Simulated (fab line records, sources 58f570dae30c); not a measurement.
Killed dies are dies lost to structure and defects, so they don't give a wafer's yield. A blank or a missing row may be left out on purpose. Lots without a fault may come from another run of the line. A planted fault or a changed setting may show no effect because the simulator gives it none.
fab line records | flow berkeley_cmos170
record lots=14 wafers=42 last_day=11
route steps=331 shown NWELL@15 M2@291 V2@293 M3@328
lots that met no fault: from a run of the same line without faults
start_h: hours from the record's first day to the start of the lot's first wafer shown | wait_h: hours since the lot's step before | " the same as in the row above | L1.1+2: a row that stands for several wafers | - no value, or no start given | * or withheld: withheld | < > ~ a bound
route shown NAME@n: a module of which the file shows steps, and the number in the route of the first | usual: mean/standard deviation of fault-free wafers | same: alike in all rows | chamber/n: place in a boat | sites: the reading at each site | _std_site: their standard deviation | _edge_site: outer sites' mean less inner sites' | radius_mm: how far each site lies from the wafer's centre | mask NAME#n: copy n | behind: the tool/chamber that last shaped the wafer | hold: why the lot was held/for how many hours/how that ended | device: the transistor (n, p or np) that didn't switch | end of line: the same wafers' tests at the end of the route | a step without rows: its recipe alone | killed: dies lost to structure and defects at the first sort, not the wafer's yield | map: a wafer's dies, x killed, . not, _ none there
set.NAME: the setting as run; set.NAME@STEP: as run at that earlier step | model.NAME: the simulator's own value behind a step, which no gauge read
steps of the route over a sample of lots; a table a step, a row a wafer
services: from which hour (start_h, from the record's first day; less than 0 if before it) a tool's chamber was out of use, for how many hours, and why
## steps
# step UCB170_NWELL_OXIDATION_01
# recipe temp_c=1000 ambient=O2 target_thk_a=264 ox_time_s=1260
# usual ox_temp_c=1000.1/0.4 ox_temp_c_max=1004.4/1.1 tube_center_temp_C=1000/0.091
# columns lot.wafer tool chamber start_h wait_h ox_temp_c ox_temp_c_max tube_center_temp_C
L659.2 furnace-02 0 29.73 4.9 1000.0 1004.1 1000
L659.3 " 0 " " 1000.5 1004.5 999.98
L659.4 " 0 " " 1000.1 1006.3 999.92
L660.1 furnace-02 0 29.73 4.6 1000.5 1003.9 1000
L660.3 " 0 " " 1000.6 1004.2 1000.1
L660.6 " 0 " " 1000.9 1005.1 999.91
L662.2 furnace-02 0 44.12 2.8 1000.4 1005.4 1000
L662.4 " 0 " " 999.9 1003.5 999.98
L662.6 " 0 " " 1000.1 1004.5 999.91
L664.1 furnace-03 0 49.06 2.2 999.7 1002.4 999.98
L664.5 " 0 " " 999.9 1002.7 999.96
L664.6 " 0 " " 1000.2 1002.7 1000.1
L665.2 furnace-02 0 50.22 0.8 1000.2 1004.9 1000.1
L665.3 " 0 " " 1000.3 1005.1 1000.1
L665.4 " 0 " " 1000.1 1003.9 999.94
L666.1 furnace-03 0 57.10 1.6 1000.5 1003.3 999.94
L666.4 " 0 " " 1000.9 1004.1 999.85
L666.5 " 0 " " 999.9 1004.0 999.92
L667.2 furnace-01 0 63.17 0.1 1000.4 1005.0 1000.1
L667.3 " 0 " " 1000.6 1005.6 1000
L667.4 " 0 " " 1000.2 1005.6 1000.1
L670.1 furnace-01 0 76.90 2.0 999.4 1004.5 1000
L670.4 " 0 " " 999.8 1005.2 1000
L670.5 " 0 " " 1000.5 1007.5 1000
L671.1 furnace-02 - 86.53 3.8 - - -
L671.5 " - " " - - -
L671.6 " - " " - - -
L672.1 furnace-02 - 98.42 3.9 - - -
L672.2 " - " " - - -
L672.5 " - " " - - -
L677.4 furnace-03 0 115.73 4.9 1000.0 1002.9 1000
L677.5 " 0 " " 999.9 1002.3 1000
L677.6 " 0 " " 1000.0 1003.3 1000.1
L679.3 furnace-02 0 121.64 2.0 1000.7 1004.6 999.92
L679.4 " 0 " " 1000.7 1005.1 1000
L679.6 " 0 " " 1000.5 1005.1 1000.1
L680.2 furnace-01 0 128.89 3.5 999.7 1005.6 1000.1
L680.4 " 0 " " 1000.0 1005.2 1000.2
L680.6 " 0 " " 1000.5 1005.5 1000.1
L681.4 furnace-01 0 131.91 1.0 999.3 1005.1 1000.1
L681.5 " 0 " " 1000.1 1004.6 999.95
L681.6 " 0 " " 999.6 1005.2 1000.1
# step UCB170_M2_CD_MEAS_90
# recipe target_cd_nm=700
# usual cd_nm=701.4/2.3
# columns lot.wafer tool chamber start_h wait_h cd_nm
L660.1 cd_sem-01 - 173.06 0.1 698.3
L660.3 " - " " 701.0
L660.6 " - " " 701.5
L659.2 cd_sem-01 - 173.64 0.1 700.8
L659.3 " - " " 701.9
L659.4 " - " " 705.1
L665.2 cd_sem-01 - 185.57 0.1 705.5
L665.3 " - " " 699.6
L665.4 " - " " 703.1
L662.2 cd_sem-02 - 186.01 0.1 700.0
L662.4 " - " " 704.0
L662.6 " - " " 704.8
L664.1 cd_sem-02 - 187.06 0.1 701.5
L664.5 " - " " 700.8
L664.6 " - " " 705.9
L667.2 cd_sem-01 - 196.46 0.1 701.9
L667.3 " - " " 698.7
L667.4 " - " " 699.4
L666.1 cd_sem-02 - 196.59 0.1 697.8
L666.4 " - " " 699.3
L666.5 " - " " 698.0
L670.1 cd_sem-01 - 209.34 0.1 703.0
L670.4 " - " " 700.5
L670.5 " - " " 700.2
L677.4 cd_sem-01 - 251.26 0.1 696.5
L677.5 " - " " 697.2
L677.6 " - " " 700.1
L680.2 cd_sem-02 - 259.82 0.1 703.2
L680.4 " - " " 700.5
L680.6 " - " " 700.1
L681.4 cd_sem-02 - 260.70 0.1 703.8
L681.5 " - " " 702.5
L681.6 " - " " 701.6
L679.3 cd_sem-01 - 260.92 0.1 698.7
L679.4 " - " " 701.8
L679.6 " - " " 701.1
# step UCB170_V2_THK_MEAS_01
# recipe reads=SiO2_of_V2_CVD_00
# usual V2_TEOS_THK=2005/25
# columns lot.wafer tool chamber start_h wait_h V2_TEOS_THK[nm]
L660.1 film_metro-01 - 173.34 0.1 1966
L660.3 " - " " 1993
L660.6 " - " " 2028
L659.2 film_metro-03 - 173.91 0.1 1976
L659.3 " - " " 2007
L659.4 " - " " 2043
L665.2 film_metro-04 - 185.83 0.1 1992
L665.3 " - " " 1991
L665.4 " - " " 2050
L662.2 film_metro-03 - 186.27 0.1 1973
L662.4 " - " " 2004
L662.6 " - " " 2001
L664.1 film_metro-03 - 187.33 0.1 2018
L664.5 " - " " 2025
L664.6 " - " " 2038
L667.2 film_metro-04 - 196.73 0.1 2007
L667.3 " - " " 1998
L667.4 " - " " 2029
L666.1 film_metro-03 - 196.87 0.1 1988
L666.4 " - " " 2037
L666.5 " - " " 2047
L670.1 film_metro-03 - 209.62 0.1 1995
L670.4 " - " " 2030
L670.5 " - " " 2023
L677.4 film_metro-03 - 251.50 0.0 1997
L677.5 " - " " 1995
L677.6 " - " " 2029
L680.2 film_metro-03 - 260.09 0.1 1957
L680.4 " - " " 2024
L680.6 " - " " 2027
L681.4 film_metro-04 - 260.95 0.0 1970
L681.5 " - " " 2020
L681.6 " - " " 2006
L679.3 film_metro-04 - 261.18 0.1 2032
L679.4 " - " " 2026
L679.6 " - " " 2034
# step UCB170_M3_STRIP_19
# recipe chemistry=O2 power_w=400 pressure_mtorr=3500 platen_temp_c=withheld o2_flow_sccm=400 overash_fraction=0.5
# usual drypump_motor_current_A=5.8/0.54 oes_product_au=0.546/0.0076
# columns lot.wafer tool chamber start_h wait_h drypump_motor_current_A oes_product_au rf_hours_counter_h
L660.1 plasma_asher-02 1 180.74 0.1 5.5 0.548 8
L660.3 " 0 " " 6.4 0.548 -
L660.6 " 1 " " 5.5 0.547 -
L659.2 plasma_asher-02 1 181.29 0.1 5.5 0.544 8
L659.3 " 1 " " 5.5 0.542 -
L659.4 " 0 " " 6.4 0.547 -
L665.2 plasma_asher-02 1 191.79 0.1 5.5 0.550 10
L665.3 " 1 " " 5.5 0.543 -
L665.4 " 0 " " 6.4 0.554 -
L662.2 plasma_asher-03 0 192.06 0.1 5.1 0.544 46
L662.4 " 0 " " 5.1 0.541 -
L662.6 " 1 " " 5.4 0.528 -
L664.1 plasma_asher-02 0 193.51 0.1 6.4 0.541 10
L664.5 " 0 " " 6.4 0.537 -
L664.6 " 1 " " 5.5 0.544 -
L667.2 plasma_asher-02 0 202.88 0.1 6.4 0.545 11
L667.3 " 1 " " 5.5 0.538 -
L667.4 " 0 " " 6.3 0.548 -
L666.1 plasma_asher-04 0 202.95 0.1 6.1 0.550 43
L666.4 " 0 " " 6.1 0.553 -
L666.5 " 1 " " 6.7 0.548 -
L670.1 plasma_asher-04 0 215.82 0.1 6.1 0.550 45
L670.4 " 1 " " 6.6 0.532 -
L670.5 " 1 " " 6.6 0.550 -
L677.4 plasma_asher-03 0 256.21 0.1 5.1 0.545 -
L677.5 " 0 " " 5.1 0.559 -
L677.6 " 1 " " 5.5 0.554 -
L680.2 plasma_asher-03 1 267.66 0.1 5.4 0.543 55
L680.4 " 1 " " 5.4 0.555 -
L680.6 " 1 " " 5.4 0.539 -
L681.4 plasma_asher-02 0 269.88 0.1 6.4 0.546 -
L681.5 " 0 " " 6.4 0.543 -
L681.6 " 1 " " 5.5 0.557 -
L679.3 plasma_asher-02 1 270.30 0.2 5.5 0.540 -
L679.4 " 0 " " 6.4 0.558 -
L679.6 " 0 " " 6.4 0.543 -
## services
# columns tool chamber start_h hours kind
furnace-03 - 9.83 26.1 repair
plasma_asher-04 - 11.44 3.0 repair
furnace-02 - 35.75 3.5 pm
furnace-03 - 35.98 3.8 pm
furnace-02 - 61.07 3.3 pm
furnace-03 - 80.88 3.9 pm
plasma_asher-02 - 108.75 9.0 pm
plasma_asher-02 0 108.75 9.0 vent_cycle
plasma_asher-02 1 108.75 9.0 vent_cycle
furnace-02 - 109.38 4.3 pm
plasma_asher-02 0 117.75 - clean
plasma_asher-02 1 117.75 - clean
plasma_asher-02 - 126.81 1.4 repair
plasma_asher-03 - 165.06 2.8 pm
plasma_asher-03 - 176.56 14.6 pm
furnace-02 - 183.19 5.7 repair
furnace-03 - 188.84 3.1 pm
furnace-01 - 192.55 2.0 pm
furnace-02 - 211.50 6.0 repair
plasma_asher-03 - 219.76 1.7 repair
furnace-01 - 247.32 3.8 pm
furnace-01 - 251.10 2.7 pm
plasma_asher-04 - 255.09 1.0 repair
furnace-03 - 268.28 1.6 repair
## key
first_sign step=UCB170_NWELL_OXIDATION_01 reading=tool_record direction=missing
effect none on later readings
met_at UCB170_NWELL_OXIDATION_01
struck_lots L671,L672
later_rows_left_out L671.1,L671.5,L671.6,L672.1,L672.2,L672.5
sort_left_out L671.1,L671.5,L671.6,L672.1,L672.2,L672.5
tester_left_out L671,L672
not_acting_at UCB170_M2_CD_MEAS_90,UCB170_V2_THK_MEAS_01,UCB170_M3_STRIP_19
onset_between 50.22 86.53
fault kind=skipped_step_whole tool=furnace-02 chamber=- onset_h=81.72 steps=UCB170_NWELL_OXIDATION_01 scope=struck_lots_only
# tester_left_out: of these lots the tester's yield and bins aren't shown, on N5 and GAA mostly nor the transistor test; their killed dies are dies lost to structure and defects alone, not to doping, threshold or leakage, so they don't give the yield
# sort_left_out: the simulated sort isn't trusted on such a fault, so these wafers' sort isn't shown, and their yield isn't known
# later_rows_left_out: the simulator's readings of these wafers behind a module that went badly wrong aren't trusted and aren't shown, but for the sort
